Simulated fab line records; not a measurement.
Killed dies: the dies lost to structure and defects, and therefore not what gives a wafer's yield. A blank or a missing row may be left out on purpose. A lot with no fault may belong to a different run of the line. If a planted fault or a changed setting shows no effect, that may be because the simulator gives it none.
Lot-split experiment :: flow rit cmos :: route with 202 steps; 5 lots, 27 wafers read

== THE SPLIT ITSELF ==
At RIT_SPACER_ETCHBACK_05 (etches Si3N4 in SF6/CHF3, stops on SiO2, target depth 250 nm, time 240 s), the setting time s was moved away from the recipe's 240 s on 6 of the 27 wafers read, by -48.3% to -29.8%. This setting was run at the recipe's value on the other wafers.

The reading comes from the split's own step.

== THE READING ==
oes product au, in a.u., at RIT_SPACER_ETCHBACK_05 (etches Si3N4 in SF6/CHF3, stops on SiO2, target depth 250 nm, time 240 s). A value of 0.846 a.u. with a standard deviation of 0.012 a.u. is what fault-free wafers of this fab line usually give.

wafer: L074.1
tool, chamber at the split: rie diel-04, 3
time s as run, s: 240
against the recipe: recipe
oes product au, a.u.: 0.861
against lot-mates on the recipe: -

wafer: L074.2
tool, chamber at the split: rie diel-04, 0
time s as run, s: 240
against the recipe: recipe
oes product au, a.u.: 0.850
against lot-mates on the recipe: -

wafer: L074.3
tool, chamber at the split: rie diel-04, 2
time s as run, s: 240
against the recipe: recipe
oes product au, a.u.: 0.842
against lot-mates on the recipe: -

wafer: L074.4
tool, chamber at the split: rie diel-04, 0
time s as run, s: 240
against the recipe: recipe
oes product au, a.u.: 0.859
against lot-mates on the recipe: -

wafer: L074.5
tool, chamber at the split: rie diel-04, 2
time s as run, s: 240
against the recipe: recipe
oes product au, a.u.: 0.844
against lot-mates on the recipe: -

wafer: L074.6
tool, chamber at the split: rie diel-04, 3
time s as run, s: 240
against the recipe: recipe
oes product au, a.u.: 0.847
against lot-mates on the recipe: -

wafer: L079.1
tool, chamber at the split: rie diel-04, 0
time s as run, s: 240
against the recipe: recipe
oes product au, a.u.: 0.853
against lot-mates on the recipe: -

wafer: L079.2
tool, chamber at the split: rie diel-04, 2
time s as run, s: 168.4
against the recipe: -29.8%
oes product au, a.u.: 0.995
against lot-mates on the recipe: +0.148

wafer: L079.3
tool, chamber at the split: rie diel-04, 1
time s as run, s: 240
against the recipe: recipe
oes product au, a.u.: 0.849
against lot-mates on the recipe: -

wafer: L079.4
tool, chamber at the split: rie diel-04, 3
time s as run, s: 168.4
against the recipe: -29.8%
oes product au, a.u.: 1.016
against lot-mates on the recipe: +0.169

wafer: L079.5
tool, chamber at the split: rie diel-04, 2
time s as run, s: 240
against the recipe: recipe
oes product au, a.u.: 0.840
against lot-mates on the recipe: -

wafer: L079.6
tool, chamber at the split: rie diel-04, 3
time s as run, s: 168.4
against the recipe: -29.8%
oes product au, a.u.: 1.000
against lot-mates on the recipe: +0.153

wafer: L080.2
tool, chamber at the split: rie diel-04, 2
time s as run, s: 240
against the recipe: recipe
oes product au, a.u.: 0.847
against lot-mates on the recipe: -

wafer: L080.3
tool, chamber at the split: rie diel-04, 1
time s as run, s: 240
against the recipe: recipe
oes product au, a.u.: 0.862
against lot-mates on the recipe: -

wafer: L080.5
tool, chamber at the split: rie diel-04, 0
time s as run, s: 240
against the recipe: recipe
oes product au, a.u.: 0.852
against lot-mates on the recipe: -

wafer: L083.1
tool, chamber at the split: rie diel-04, 2
time s as run, s: 240
against the recipe: recipe
oes product au, a.u.: 0.850
against lot-mates on the recipe: -

wafer: L083.2
tool, chamber at the split: rie diel-04, 1
time s as run, s: 240
against the recipe: recipe
oes product au, a.u.: 0.867
against lot-mates on the recipe: -

wafer: L083.3
tool, chamber at the split: rie diel-04, 3
time s as run, s: 240
against the recipe: recipe
oes product au, a.u.: 0.863
against lot-mates on the recipe: -

wafer: L083.4
tool, chamber at the split: rie diel-04, 0
time s as run, s: 240
against the recipe: recipe
oes product au, a.u.: 0.859
against lot-mates on the recipe: -

wafer: L083.5
tool, chamber at the split: rie diel-04, 2
time s as run, s: 240
against the recipe: recipe
oes product au, a.u.: 0.850
against lot-mates on the recipe: -

wafer: L083.6
tool, chamber at the split: rie diel-04, 1
time s as run, s: 240
against the recipe: recipe
oes product au, a.u.: 0.861
against lot-mates on the recipe: -

wafer: L085.1
tool, chamber at the split: rie diel-04, 2
time s as run, s: 124.2
against the recipe: -48.3%
oes product au, a.u.: 0.990
against lot-mates on the recipe: +0.140

wafer: L085.2
tool, chamber at the split: rie diel-04, 0
time s as run, s: 240
against the recipe: recipe
oes product au, a.u.: 0.852
against lot-mates on the recipe: -

wafer: L085.3
tool, chamber at the split: rie diel-04, 3
time s as run, s: 240
against the recipe: recipe
oes product au, a.u.: 0.857
against lot-mates on the recipe: -

wafer: L085.4
tool, chamber at the split: rie diel-04, 1
time s as run, s: 124.2
against the recipe: -48.3%
oes product au, a.u.: 0.993
against lot-mates on the recipe: +0.143

wafer: L085.5
tool, chamber at the split: rie diel-04, 1
time s as run, s: 124.2
against the recipe: -48.3%
oes product au, a.u.: 0.983
against lot-mates on the recipe: +0.133

wafer: L085.6
tool, chamber at the split: rie diel-04, 2
time s as run, s: 240
against the recipe: recipe
oes product au, a.u.: 0.840
against lot-mates on the recipe: -

FIT RESULTS
A straight line over all 27 wafers: oes product au changes by -0.00338 a.u. for each +1% of time s; r = -0.94; the points scatter about the line by 0.021 a.u.
The same after taking each lot's own level away (the mean of its wafers on the recipe; 27 wafers): -0.00347 a.u. for each +1%; r = -0.94; scatter 0.022 a.u.
The reading moves by 0.17 a.u. for the largest change in time s, on that fit.
The span of the lots' own levels, 0.8473 to 0.8583 a.u., comes to 0.9 times the standard deviation stated above.
The two slopes are in agreement: the lot-to-lot level therefore moves the slope only a little.
Check: for one of the wafers moved furthest among these (-48.3%), held out of the fit, the line's prediction against its lot-mates is +0.18 a.u. It came out at +0.14 a.u. against them.
Tool readings at the split's step, against how far the setting was moved: oes product au r = -0.94.

== THESE WAFERS: OTHER SPLITS ==
Before the reading, these wafers also passed through other splits. Each is held against what the fit with the lots' levels taken away leaves over:
other split on the same wafers: RIT_FOX1_OXIDATION_00 ox time s
wafers away from the commonest value: 12
r with oes product au (lot level and that fit taken away): -0.24

other split on the same wafers: RIT_GATE_OXIDATION_05 ox time s
wafers away from the commonest value: 21
r with oes product au (lot level and that fit taken away): -0.56

== THE WHOLE CHAIN: every reading that the file lists as answering this split, in the file's order ==
step: RIT_SPACER_ETCHBACK_05
what it does: etches Si3N4 in SF6/CHF3, stops on SiO2, target depth 250 nm, time 240 s
reading: oes product au
change (the file's fit): -0.00354 a.u. for each +1% of the setting
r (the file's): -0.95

step: RIT_SPACER_ETCHBACK_05
what it does: etches Si3N4 in SF6/CHF3, stops on SiO2, target depth 250 nm, time 240 s
reading: etch.depth nm (the simulator's own value, which no gauge read)
change (the file's fit): +1.65 nm for each +1% of the setting
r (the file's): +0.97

step: RIT_SPACER_ETCHBACK_05
what it does: etches Si3N4 in SF6/CHF3, stops on SiO2, target depth 250 nm, time 240 s
reading: poly-Si_of_GATE_CVD_08.thk nm (the simulator's own value, which no gauge read)
change (the file's fit): -0.664 nm for each +1% of the setting
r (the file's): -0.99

step: RIT_SPACER_ETCHBACK_05
what it does: etches Si3N4 in SF6/CHF3, stops on SiO2, target depth 250 nm, time 240 s
reading: Si3N4_of_SPACER_CVD_03.thk nm (the simulator's own value, which no gauge read)
change (the file's fit): -0.543 nm for each +1% of the setting
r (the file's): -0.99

step: RIT_SDANNEAL_CLEAN_00
what it does: cleans in SC1, time 600 s
reading: SiO2_of_FOX2_OXIDATION_00.thk nm (the simulator's own value, which no gauge read)
change (the file's fit): -0.4 nm for each +1% of the setting
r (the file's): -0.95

== FILE'S OWN FIT ==
oes product au changes by -0.00354 a.u. for each +1% of time s, r = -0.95.
